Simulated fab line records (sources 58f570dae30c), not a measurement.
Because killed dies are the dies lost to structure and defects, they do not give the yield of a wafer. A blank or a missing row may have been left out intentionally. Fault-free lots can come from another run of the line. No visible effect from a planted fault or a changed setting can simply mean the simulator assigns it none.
Split-lot trial | flow berkeleyCmos170 | route with 331 steps; 5 lots, 23 wafers read

## ON THE SPLIT
At UCB170_PFIELD_IMPLANT_07, the setting energyKev was moved away from the recipe's 80 on 10 of the 23 wafers read, by -4.9% to +3.8%. All remaining wafers had this setting at the recipe value.

The split's own step is where the reading is taken.

## THE READING
In nm, at UCB170_PFIELD_IMPLANT_07: implant.drpNm, which is the simulator's own figure and was read by no gauge. The file does not state a usual value for it.

wafer  | tool, chamber at the split | energyKev as run | against the recipe | implant.drpNm, nm | against lot-mates on the recipe
L076.1 | implanter-02, 0            | 78.04            | -2.4%              | 73.96             | -0.90
L076.2 | implanter-02, 0            | 78.04            | -2.4%              | 73.96             | -0.90
L076.6 | implanter-02, 0            | 78.04            | -2.4%              | 73.96             | -0.90
L076.4 | implanter-02, 0            | 80               | recipe             | 74.86             | -
L076.5 | implanter-02, 0            | 80               | recipe             | 74.86             | -
L075.1 | implanter-04, 0            | 80               | recipe             | 74.86             | -
L075.3 | implanter-04, 0            | 80               | recipe             | 74.86             | -
L075.4 | implanter-04, 0            | 80               | recipe             | 74.86             | -
L079.1 | implanter-02, 0            | 82.79            | +3.5%              | 76.07             | +1.21
L079.5 | implanter-02, 0            | 82.79            | +3.5%              | 76.07             | +1.21
L079.2 | implanter-02, 0            | 80               | recipe             | 74.86             | -
L079.4 | implanter-02, 0            | 80               | recipe             | 74.86             | -
L079.6 | implanter-02, 0            | 80               | recipe             | 74.86             | -
L084.2 | implanter-03, 0            | 80               | recipe             | 74.86             | -
L084.5 | implanter-03, 0            | 80               | recipe             | 74.86             | -
L084.3 | implanter-03, 0            | 76.1             | -4.9%              | 73.05             | -1.81
L084.4 | implanter-03, 0            | 76.1             | -4.9%              | 73.05             | -1.81
L084.6 | implanter-03, 0            | 76.1             | -4.9%              | 73.05             | -1.81
L083.1 | implanter-04, 0            | 80               | recipe             | 74.86             | -
L083.2 | implanter-04, 0            | 80               | recipe             | 74.86             | -
L083.4 | implanter-04, 0            | 80               | recipe             | 74.86             | -
L083.3 | implanter-04, 0            | 83               | +3.8%              | 76.16             | +1.30
L083.5 | implanter-04, 0            | 83               | +3.8%              | 76.16             | +1.30

FIT RESULTS
A straight line over all 23 wafers: implant.drpNm changes by +0.361 nm for each +1% of energyKev; r = +1.00; the points scatter about the line by 0.024 nm.
The same after taking each lot's own level away (the mean of its wafers on the recipe; 23 wafers): +0.361 nm for each +1%; r = +1.00; scatter 0.024 nm.
According to that fit, moving energyKev by its largest amount changes the reading by 1.8 nm.
The lots' own levels span 74.860 to 74.860 nm.
Hence the lot-to-lot level has little effect on the slope; both slopes agree.
Check: for one of the wafers moved furthest among these (-4.9%), held out of the fit, the line's prediction against its lot-mates is -1.77 nm. It came out at -1.81 nm against them.

## ADDITIONAL SPLITS CARRIED BY THESE WAFERS
Before the reading, these wafers also passed through other splits. Each is held against what the fit with the lots' levels taken away leaves over:
other split on the same wafers     | wafers away from the commonest value | r with implant.drpNm (lot level and that fit taken away)
UCB170_START_OXIDATION_02 oxTimeS  | 15                                   | +0.23
UCB170_NWELL_IMPLANT_14 energyKev  | 10                                   | +0.22
UCB170_PWELL_CVD_05 nh3FlowSccm    | 15                                   | +0.00
UCB170_ACTIVE_OXIDATION_02 oxTimeS | 15                                   | +0.27

## THE WHOLE CHAIN: every reading that the file lists as answering this split, in the file's order
step                     | what it does | reading                                                        | change (the file's fit)               | r (the file's)
UCB170_PFIELD_IMPLANT_07 |              | implant.rpNm (the simulator's own value, which no gauge read)  | +2.12 nm for each +1% of the setting  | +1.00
UCB170_PFIELD_IMPLANT_07 |              | implant.drpNm (the simulator's own value, which no gauge read) | +0.359 nm for each +1% of the setting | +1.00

## THE FILE'S OWN FIT
implant.drpNm changes by +0.359 nm for each +1% of energyKev, r = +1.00.
